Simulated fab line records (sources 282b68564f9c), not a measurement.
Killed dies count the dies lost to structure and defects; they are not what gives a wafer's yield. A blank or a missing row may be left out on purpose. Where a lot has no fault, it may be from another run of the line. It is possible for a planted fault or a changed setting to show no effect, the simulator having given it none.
Which tool is to blame? || flow rit-cmos || Sampling: 16 lots, 47 wafers, 5 of 202 route steps

== WHAT THE GAUGES SHOWED, per wafer ==
RIT_NRETRO_OVL_MEAS_06. Usual: NRETRO_OVL typically reads 0.8 nm, with standard deviation 1.3.
{"lot": "L658", "measured": "day 2 11:00", "on": "overlay-01", "NRETRO_OVL (nm)": "-2.1 -0.5 -0.5", "flag": ""}
{"lot": "L659", "measured": "day 2 16:20", "on": "overlay-02", "NRETRO_OVL (nm)": "-0.4 -0.2 1.2", "flag": ""}
{"lot": "L660", "measured": "day 2 21:50", "on": "overlay-02", "NRETRO_OVL (nm)": "1.3 0.6 0.2", "flag": ""}
{"lot": "L662", "measured": "day 3 05:57", "on": "overlay-01", "NRETRO_OVL (nm)": "1.6 0.9 3.0", "flag": ""}
{"lot": "L663", "measured": "day 3 10:19", "on": "overlay-02", "NRETRO_OVL (nm)": "1.8 0.4 1.5", "flag": ""}
{"lot": "L664", "measured": "day 3 15:38", "on": "overlay-02", "NRETRO_OVL (nm)": "0.6 -0.4 -0.8", "flag": ""}
{"lot": "L667", "measured": "day 4 07:11", "on": "overlay-01", "NRETRO_OVL (nm)": "1.7 -1.2 -0.1", "flag": ""}
{"lot": "L668", "measured": "day 4 11:11", "on": "overlay-02", "NRETRO_OVL (nm)": "-180.9 -181.6", "flag": "OFF"}
{"lot": "L669", "measured": "day 4 16:12", "on": "overlay-01", "NRETRO_OVL (nm)": "-179.9 -179.8 -179.6", "flag": "OFF"}
{"lot": "L670", "measured": "day 5 00:06", "on": "overlay-01", "NRETRO_OVL (nm)": "1.6 3.3 2.6", "flag": ""}
{"lot": "L671", "measured": "day 5 01:03", "on": "overlay-02", "NRETRO_OVL (nm)": "-179.3 -179.8 -180.0", "flag": "OFF"}
{"lot": "L672", "measured": "day 5 05:26", "on": "overlay-01", "NRETRO_OVL (nm)": "0.5 0.1 1.2", "flag": ""}
{"lot": "L677", "measured": "day 6 11:09", "on": "overlay-02", "NRETRO_OVL (nm)": "-178.0 -178.8 -178.7", "flag": "OFF"}
{"lot": "L678", "measured": "day 6 12:16", "on": "overlay-01", "NRETRO_OVL (nm)": "2.2 2.2 1.8", "flag": ""}
{"lot": "L679", "measured": "day 6 16:13", "on": "overlay-02", "NRETRO_OVL (nm)": "2.1 2.5 2.9", "flag": ""}
{"lot": "L680", "measured": "day 6 22:19", "on": "overlay-02", "NRETRO_OVL (nm)": "1.5 1.2 1.2", "flag": ""}

RIT_GATE_CD_MEAS_16: the cd target is 150 nm. Usual: 150.1 nm for cd-nm, sd 2.2.
{"lot": "L658", "measured": "day 2 20:32", "on": "cd-sem-01", "cd-nm (nm)": "146.1 147.4 150.3", "flag": ""}
{"lot": "L659", "measured": "day 3 02:26", "on": "cd-sem-02", "cd-nm (nm)": "147.7 147.9 146.8", "flag": ""}
{"lot": "L660", "measured": "day 3 05:49", "on": "cd-sem-01", "cd-nm (nm)": "152.0 152.8 152.2", "flag": ""}
{"lot": "L662", "measured": "day 3 14:27", "on": "cd-sem-02", "cd-nm (nm)": "148.3 146.2 145.4", "flag": ""}
{"lot": "L663", "measured": "day 3 19:19", "on": "cd-sem-01", "cd-nm (nm)": "151.3 150.4 151.1", "flag": ""}
{"lot": "L664", "measured": "day 4 04:34", "on": "cd-sem-01", "cd-nm (nm)": "148.4 150.5 148.9", "flag": ""}
{"lot": "L667", "measured": "day 4 18:23", "on": "cd-sem-02", "cd-nm (nm)": "149.9 152.4 151.4", "flag": ""}
{"lot": "L668", "measured": "day 4 20:53", "on": "cd-sem-01", "cd-nm (nm)": "143.0 146.1", "flag": ""}
{"lot": "L669", "measured": "day 5 01:49", "on": "cd-sem-01", "cd-nm (nm)": "150.7 149.0 149.9", "flag": ""}
{"lot": "L670", "measured": "day 5 07:10", "on": "cd-sem-01", "cd-nm (nm)": "147.3 148.2 150.0", "flag": ""}
{"lot": "L671", "measured": "day 5 08:46", "on": "cd-sem-01", "cd-nm (nm)": "147.4 148.1 149.6", "flag": ""}
{"lot": "L672", "measured": "day 5 16:58", "on": "cd-sem-02", "cd-nm (nm)": "151.9 151.9 150.7", "flag": ""}
{"lot": "L677", "measured": "day 6 17:58", "on": "cd-sem-01", "cd-nm (nm)": "151.4 153.5 152.4", "flag": ""}
{"lot": "L678", "measured": "day 6 21:18", "on": "cd-sem-01", "cd-nm (nm)": "152.7 155.1 150.4", "flag": ""}
{"lot": "L679", "measured": "day 7 02:24", "on": "cd-sem-01", "cd-nm (nm)": "148.8 149.3 149.2", "flag": ""}
{"lot": "L680", "measured": "day 7 07:46", "on": "cd-sem-01", "cd-nm (nm)": "149.7 152.0 150.9", "flag": ""}

RIT_SDANNEAL_RS_MEAS_04: a four-point-probe measurement. Usual: PSD_RS typically reads 115.8 ohm/sq, with standard deviation 0.37.
{"lot": "L658", "measured": "day 3 10:30", "on": "film-metro-03", "PSD_RS (ohm/sq)": "114.8 115.1 115.1", "flag": ""}
{"lot": "L659", "measured": "day 3 15:17", "on": "film-metro-03", "PSD_RS (ohm/sq)": "115.4 115.8 115.6", "flag": ""}
{"lot": "L660", "measured": "day 3 18:55", "on": "film-metro-03", "PSD_RS (ohm/sq)": "115.5 115.0 115.0", "flag": ""}
{"lot": "L662", "measured": "day 4 06:08", "on": "film-metro-01", "PSD_RS (ohm/sq)": "116.3 116.3 116.5", "flag": ""}
{"lot": "L663", "measured": "day 4 10:05", "on": "film-metro-03", "PSD_RS (ohm/sq)": "115.9 115.7 115.5", "flag": ""}
{"lot": "L664", "measured": "day 4 19:35", "on": "film-metro-01", "PSD_RS (ohm/sq)": "116.1 115.9 116.2", "flag": ""}
{"lot": "L667", "measured": "day 5 11:37", "on": "film-metro-02", "PSD_RS (ohm/sq)": "115.6 116.1 116.2", "flag": ""}
{"lot": "L668", "measured": "day 5 11:58", "on": "film-metro-01", "PSD_RS (ohm/sq)": "116.2 116.3", "flag": ""}
{"lot": "L669", "measured": "day 5 15:37", "on": "film-metro-02", "PSD_RS (ohm/sq)": "115.6 115.6 115.7", "flag": ""}
{"lot": "L670", "measured": "day 5 23:14", "on": "film-metro-01", "PSD_RS (ohm/sq)": "116.4 115.7 116.4", "flag": ""}
{"lot": "L671", "measured": "day 5 23:29", "on": "film-metro-02", "PSD_RS (ohm/sq)": "115.6 115.7 116.0", "flag": ""}
{"lot": "L672", "measured": "day 6 05:59", "on": "film-metro-03", "PSD_RS (ohm/sq)": "115.4 115.9 115.7", "flag": ""}
{"lot": "L677", "measured": "day 7 08:38", "on": "film-metro-01", "PSD_RS (ohm/sq)": "116.5 116.2 116.6", "flag": ""}
{"lot": "L678", "measured": "day 7 12:38", "on": "film-metro-01", "PSD_RS (ohm/sq)": "116.3 115.7 115.9", "flag": ""}
{"lot": "L679", "measured": "day 7 16:02", "on": "film-metro-01", "PSD_RS (ohm/sq)": "115.9 115.8 115.9", "flag": ""}
{"lot": "L680", "measured": "day 7 20:59", "on": "film-metro-02", "PSD_RS (ohm/sq)": "116.4 115.7 116.1", "flag": ""}

== WHICH TOOL RAN EACH LOT (tool, then ch and the chambers of the sampled wafers, then the start) ==
{"lot": "L658", "RIT_NWELL_STRIP_09": "plasma-asher-04 ch 0,1, day 2 03:02", "RIT_NRETRO_EXPOSE_03": "iline-stepper-02 ch 0, day 2 10:36"}
{"lot": "L659", "RIT_NWELL_STRIP_09": "plasma-asher-02 ch 0,1, day 2 07:21", "RIT_NRETRO_EXPOSE_03": "iline-stepper-01 ch 0, day 2 15:55"}
{"lot": "L660", "RIT_NWELL_STRIP_09": "plasma-asher-02 ch 0,1, day 2 12:20", "RIT_NRETRO_EXPOSE_03": "iline-stepper-02 ch 0, day 2 21:25"}
{"lot": "L662", "RIT_NWELL_STRIP_09": "plasma-asher-04 ch 0,1, day 2 19:55", "RIT_NRETRO_EXPOSE_03": "iline-stepper-02 ch 0, day 3 05:31"}
{"lot": "L663", "RIT_NWELL_STRIP_09": "plasma-asher-03 ch 0,1, day 3 01:29", "RIT_NRETRO_EXPOSE_03": "iline-stepper-02 ch 0, day 3 09:55"}
{"lot": "L664", "RIT_NWELL_STRIP_09": "plasma-asher-02 ch 1, day 3 05:06", "RIT_NRETRO_EXPOSE_03": "iline-stepper-02 ch 0, day 3 15:13"}
{"lot": "L667", "RIT_NWELL_STRIP_09": "plasma-asher-02 ch 0,1, day 3 22:56", "RIT_NRETRO_EXPOSE_03": "iline-stepper-02 ch 0, day 4 06:37"}
{"lot": "L668", "RIT_NWELL_STRIP_09": "plasma-asher-03 ch 0,1, day 4 02:38", "RIT_NRETRO_EXPOSE_03": "iline-stepper-02 ch 0, day 4 10:46"}
{"lot": "L669", "RIT_NWELL_STRIP_09": "plasma-asher-02 ch 0,1, day 4 07:22", "RIT_NRETRO_EXPOSE_03": "iline-stepper-02 ch 0, day 4 15:46"}
{"lot": "L670", "RIT_NWELL_STRIP_09": "plasma-asher-04 ch 0,1, day 4 15:44", "RIT_NRETRO_EXPOSE_03": "iline-stepper-01 ch 0, day 4 23:41"}
{"lot": "L671", "RIT_NWELL_STRIP_09": "plasma-asher-03 ch 0,1, day 4 16:56", "RIT_NRETRO_EXPOSE_03": "iline-stepper-02 ch 0, day 5 00:37"}
{"lot": "L672", "RIT_NWELL_STRIP_09": "plasma-asher-02 ch 0,1, day 4 20:16", "RIT_NRETRO_EXPOSE_03": "iline-stepper-01 ch 0, day 5 05:00"}
{"lot": "L677", "RIT_NWELL_STRIP_09": "plasma-asher-02 ch 0,1, day 6 02:54", "RIT_NRETRO_EXPOSE_03": "iline-stepper-02 ch 0, day 6 10:44"}
{"lot": "L678", "RIT_NWELL_STRIP_09": "plasma-asher-02 ch 0,1, day 6 04:05", "RIT_NRETRO_EXPOSE_03": "iline-stepper-01 ch 0, day 6 11:50"}
{"lot": "L679", "RIT_NWELL_STRIP_09": "plasma-asher-03 ch 0,1, day 6 07:20", "RIT_NRETRO_EXPOSE_03": "iline-stepper-01 ch 0, day 6 15:42"}
{"lot": "L680", "RIT_NWELL_STRIP_09": "plasma-asher-02 ch 0,1, day 6 13:51", "RIT_NRETRO_EXPOSE_03": "iline-stepper-01 ch 0, day 6 21:54"}
- RIT_NWELL_STRIP_09: strips in O2, time 180 s.
- RIT_NRETRO_EXPOSE_03: exposes mask M4, target cd 43900 nm.

== WHAT THE TOOLS THEMSELVES READ (means of the sampled wafers that have a number; where no wafer has one, the mark that the record gives instead) ==
RIT_NWELL_STRIP_09. Usual: chamber-pressure-mTorr 4000 mTorr, standard deviation 3.3; drypump-motor-current-A 6.09 A, standard deviation 0.28.
{"lot": "L658", "tool": "plasma-asher-04", "chamber-pressure-mTorr (mTorr)": 4000, "drypump-motor-current-A (A)": 5.65, "flag": ""}
{"lot": "L659", "tool": "plasma-asher-02", "chamber-pressure-mTorr (mTorr)": 4000, "drypump-motor-current-A (A)": 6.30, "flag": ""}
{"lot": "L660", "tool": "plasma-asher-02", "chamber-pressure-mTorr (mTorr)": 3999, "drypump-motor-current-A (A)": 6.31, "flag": ""}
{"lot": "L662", "tool": "plasma-asher-04", "chamber-pressure-mTorr (mTorr)": 3998, "drypump-motor-current-A (A)": 5.52, "flag": ""}
{"lot": "L663", "tool": "plasma-asher-03", "chamber-pressure-mTorr (mTorr)": 4000, "drypump-motor-current-A (A)": 5.97, "flag": ""}
{"lot": "L664", "tool": "plasma-asher-02", "chamber-pressure-mTorr (mTorr)": 4000, "drypump-motor-current-A (A)": 6.30, "flag": ""}
{"lot": "L667", "tool": "plasma-asher-02", "chamber-pressure-mTorr (mTorr)": 4001, "drypump-motor-current-A (A)": 6.29, "flag": ""}
{"lot": "L668", "tool": "plasma-asher-03", "chamber-pressure-mTorr (mTorr)": 3998, "drypump-motor-current-A (A)": 6.02, "flag": ""}
{"lot": "L669", "tool": "plasma-asher-02", "chamber-pressure-mTorr (mTorr)": 4001, "drypump-motor-current-A (A)": 6.27, "flag": ""}
{"lot": "L670", "tool": "plasma-asher-04", "chamber-pressure-mTorr (mTorr)": 4000, "drypump-motor-current-A (A)": 5.64, "flag": ""}
{"lot": "L671", "tool": "plasma-asher-03", "chamber-pressure-mTorr (mTorr)": 3998, "drypump-motor-current-A (A)": 5.99, "flag": ""}
{"lot": "L672", "tool": "plasma-asher-02", "chamber-pressure-mTorr (mTorr)": 3999, "drypump-motor-current-A (A)": 6.29, "flag": ""}
{"lot": "L677", "tool": "plasma-asher-02", "chamber-pressure-mTorr (mTorr)": 3996, "drypump-motor-current-A (A)": 6.26, "flag": ""}
{"lot": "L678", "tool": "plasma-asher-02", "chamber-pressure-mTorr (mTorr)": 3998, "drypump-motor-current-A (A)": 6.27, "flag": ""}
{"lot": "L679", "tool": "plasma-asher-03", "chamber-pressure-mTorr (mTorr)": 4001, "drypump-motor-current-A (A)": 6.06, "flag": ""}
{"lot": "L680", "tool": "plasma-asher-02", "chamber-pressure-mTorr (mTorr)": 3998, "drypump-motor-current-A (A)": 6.31, "flag": ""}

== THE ANSWER, worked out from the rows above alone ==
Rule: take the mean of a lot's wafers that have a number; if it is more than 3 standard deviations from the usual mean, the lot is off. Also off: a lot with no number at a reading for which 4 or more lots have one. Where the step has rows for the other lots, those lots are counted as sound. First the gauges in route order, then the tools' own readings, where a lot's mean is used as printed above. The first step at which some lot is off is used, and at that step the reading that is off furthest; a lot without a number counts as furthest.
Off: L668, L669, L671, L677, at RIT_NRETRO_OVL_MEAS_06 (NRETRO_OVL).
If a tool, at a process step before that reading, ran all the lots that are off and no sound lot after the first of them, it fits. The gauges at RIT_NRETRO_OVL_MEAS_06 are tried like those tools. One fits: iline-stepper-02 at RIT_NRETRO_EXPOSE_03. A fault onset in the window from L667 (day 4 06:37, its last sound lot) to L668 (day 4 10:46, its first lot off) fits.

== WHAT THE SIMULATOR HAD INSERTED ==
Scanner matching overlay: iline-stepper-02, from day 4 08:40 on, at RIT_NRETRO_EXPOSE_03. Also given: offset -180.
Lots struck among those shown: L668, L669, L671, L677. The rule given above showed the same thing.
